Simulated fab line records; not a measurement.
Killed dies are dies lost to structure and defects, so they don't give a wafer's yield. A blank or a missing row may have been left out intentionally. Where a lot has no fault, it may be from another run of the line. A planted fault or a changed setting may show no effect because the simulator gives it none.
The tool behind it: which one? ; flow berkeleyCmos170 ; 14 lots, 42 wafers sampled, at 4 steps of a route of 331

== WHAT THE GAUGES READ, wafer by wafer ==
UCB170_FIELD_THK_MEAS_02. Usual: FIELD_OXIDE_THK typically reads 557 nm, with standard deviation 9.3.
lot;measured;on;FIELD_OXIDE_THK (nm);flag
L793;day 4 21:14;filmMetro-01;558 546 550;
L795;day 5 02:47;filmMetro-02;540 542 547;
L796;day 5 11:19;filmMetro-02;658 663 653;OFF
L797;day 5 11:19;filmMetro-03;659 664 660;OFF
L805;day 7 04:20;filmMetro-01;553 573 558;
L806;day 7 11:24;filmMetro-01;558 559 562;
L807;day 7 11:24;filmMetro-03;558 559 571;
L808;day 7 11:24;filmMetro-02;570 564 563;
L809;day 7 21:26;filmMetro-02;553 554 556;
L811;day 8 08:42;filmMetro-02;554 560 558;
L812;day 8 17:20;filmMetro-03;563 559 567;
L813;day 8 17:20;filmMetro-01;570 582 583;
L815;day 8 23:58;filmMetro-03;557 547 555;
L816;day 9 00:00;filmMetro-01;562 552 547;

UCB170_FIELD_THK_MEAS_90. Usual: FIELD_OXIDE_LEFT_1_THK typically reads 441 nm, with standard deviation 9.4.
lot;measured;on;FIELD_OXIDE_LEFT_1_THK (nm);flag
L793;day 5 05:28;filmMetro-03;442 431 433;
L795;day 5 12:06;filmMetro-03;425 427 431;
L796;day 5 20:54;filmMetro-01;543 548 539;OFF
L797;day 5 20:54;filmMetro-02;543 550 545;OFF
L805;day 7 09:52;filmMetro-03;436 457 441;
L806;day 7 16:47;filmMetro-01;443 444 447;
L807;day 7 16:47;filmMetro-03;443 444 456;
L808;day 7 16:47;filmMetro-02;454 449 447;
L809;day 8 05:06;filmMetro-02;437 438 440;
L811;day 8 16:13;filmMetro-01;440 445 445;
L812;day 8 23:57;filmMetro-01;447 443 451;
L813;day 8 23:58;filmMetro-02;454 466 467;
L815;day 9 07:38;filmMetro-03;442 433 439;
L816;day 9 07:38;filmMetro-02;445 436 431;

UCB170_FIELD_THK_MEAS_91. Usual: FIELD_OXIDE_LEFT_2_THK typically reads 353 nm, with standard deviation 9.4.
lot;measured;on;FIELD_OXIDE_LEFT_2_THK (nm);flag
L793;day 5 23:22;filmMetro-01;354 343 345;
L795;day 6 08:38;filmMetro-01;337 338 344;
L796;day 6 19:36;filmMetro-02;455 461 451;OFF
L797;day 6 19:58;filmMetro-02;454 461 457;OFF
L805;day 8 01:05;filmMetro-02;349 370 354;
L806;day 8 13:29;filmMetro-03;354 355 358;
L807;day 8 12:40;filmMetro-02;354 355 367;
L808;day 8 13:13;filmMetro-01;365 360 358;
L809;day 8 23:23;filmMetro-01;349 350 353;
L811;day 9 05:22;filmMetro-01;351 357 355;
L812;day 9 16:04;filmMetro-03;359 356 363;
L813;day 9 16:19;filmMetro-02;366 377 379;
L815;day 10 01:54;filmMetro-03;353 344 350;
L816;day 10 02:04;filmMetro-02;357 348 343;

== WHICH TOOL RAN EACH LOT (tool, then ch and the chambers of the sampled wafers, then the start) ==
lot;UCB170_FIELD_OXIDATION_01
L793;furnace-03 ch 0, day 4 18:13
L795;furnace-03 ch 0, day 4 23:47
L796;furnace-03 ch 0, day 5 08:19
L797;furnace-03 ch 0, day 5 08:19
L805;furnace-01 ch 0, day 7 01:20
L806;furnace-04 ch 0, day 7 08:24
L807;furnace-04 ch 0, day 7 08:24
L808;furnace-04 ch 0, day 7 08:24
L809;furnace-04 ch 0, day 7 18:25
L811;furnace-04 ch 0, day 8 05:41
L812;furnace-01 ch 0, day 8 14:19
L813;furnace-01 ch 0, day 8 14:19
L815;furnace-04 ch 0, day 8 20:58
L816;furnace-04 ch 0, day 8 20:58
- UCB170_FIELD_OXIDATION_01: target thk 558.3 nm, ox time 7200 s.

== AS READ BY THE TOOLS THEMSELVES (means over the sampled wafers that have a number; for cases with no such wafer, the mark the record gives instead) ==
UCB170_FIELD_OXIDATION_01. Usual: spikeTcCentreC 1003.4 C, standard deviation 1; spikeTcLoadC 1029.0 C, standard deviation 1.4; spikeTcSourceC 1027 C, standard deviation 5; tubeCenterTempC 1000 C, standard deviation 0.091; tube_center_temp_C_max 1002.6, standard deviation 0.43.
lot;tool;spikeTcCentreC (C);spikeTcLoadC (C);spikeTcSourceC (C);tubeCenterTempC (C);tube_center_temp_C_max;flag
L793;furnace-03;1002.9;1031.7;1028;1000;1002.4;
L795;furnace-03;1003.2;1030.6;1027;1000;1002.2;
L796;furnace-03;1034.9;1063.0;1060;1032;1034.8;OFF
L797;furnace-03;1035.6;1063.7;1060;1032;1034.6;OFF
L805;furnace-01;1003.7;1028.9;1020;1000;1002.5;
L806;furnace-04;1003.9;1028.7;1032;1000;1002.1;
L807;furnace-04;1003.4;1028.0;1032;1000;1002.9;
L808;furnace-04;1003.7;1028.7;1032;1000;1002.6;
L809;furnace-04;1002.7;1028.3;1032;1000;1002.8;
L811;furnace-04;1002.8;1027.6;1032;1000;1002.9;
L812;furnace-01;1003.3;1029.7;1021;1000;1002.8;
L813;furnace-01;1003.5;1030.2;1020;1000;1002.7;
L815;furnace-04;1003.3;1028.1;1032;1000;1002.6;
L816;furnace-04;1004.1;1027.6;1030;1000;1002.8;

== THE ANSWER, worked out from the rows above alone ==
Rule: a lot is off if the mean of its wafers that have a number lies more than 3 standard deviations from the usual mean. A lot without any number at a reading at which 4 lots or more have one is off too. Where the step has rows for the other lots, those lots are counted as sound. The gauges are gone through in route order, then the tools' own readings, and for those a lot's mean is taken as printed above. At the first step where some lot is off, the reading lying furthest off is the one used; lots without a number count as furthest.
Off: L796, L797, seen at UCB170_FIELD_THK_MEAS_02 (FIELD_OXIDE_THK).
If a tool, at a process step before that reading, ran all the lots that are off and no sound lot after the first of them, it fits. The gauges at UCB170_FIELD_THK_MEAS_02 aren't tried: what is off there is off at UCB170_FIELD_OXIDATION_01 too, on other tools, and a gauge's error can't cause that. One candidate fits, namely furnace-03 at UCB170_FIELD_OXIDATION_01. A fault onset in the window from L795 (day 4 23:47, its last sound lot) to L796 (day 5 08:19, its first lot off) fits.
The tool's own readings at UCB170_FIELD_OXIDATION_01 bear it out: on the lots that are off they differ by more than 5 times the standard deviation of the sound lots' means. spikeTcCentreC reads 1035.2 C there against 1003.4 C on the sound lots; spikeTcLoadC reads 1063.3 C there against 1029.0 C on the sound lots; spikeTcSourceC reads 1060 C there against 1028 C on the sound lots; tubeCenterTempC reads 1032 C there against 1000 C on the sound lots; tube_center_temp_C_max reads 1034.7 there against 1002.6 on the sound lots.

== WHAT THE SIMULATOR HAD INSERTED ==
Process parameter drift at UCB170_FIELD_OXIDATION_01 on furnace-03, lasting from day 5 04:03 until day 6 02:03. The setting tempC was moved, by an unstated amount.
Struck lots among those shown: L796, L797. The rule given above showed the same thing.
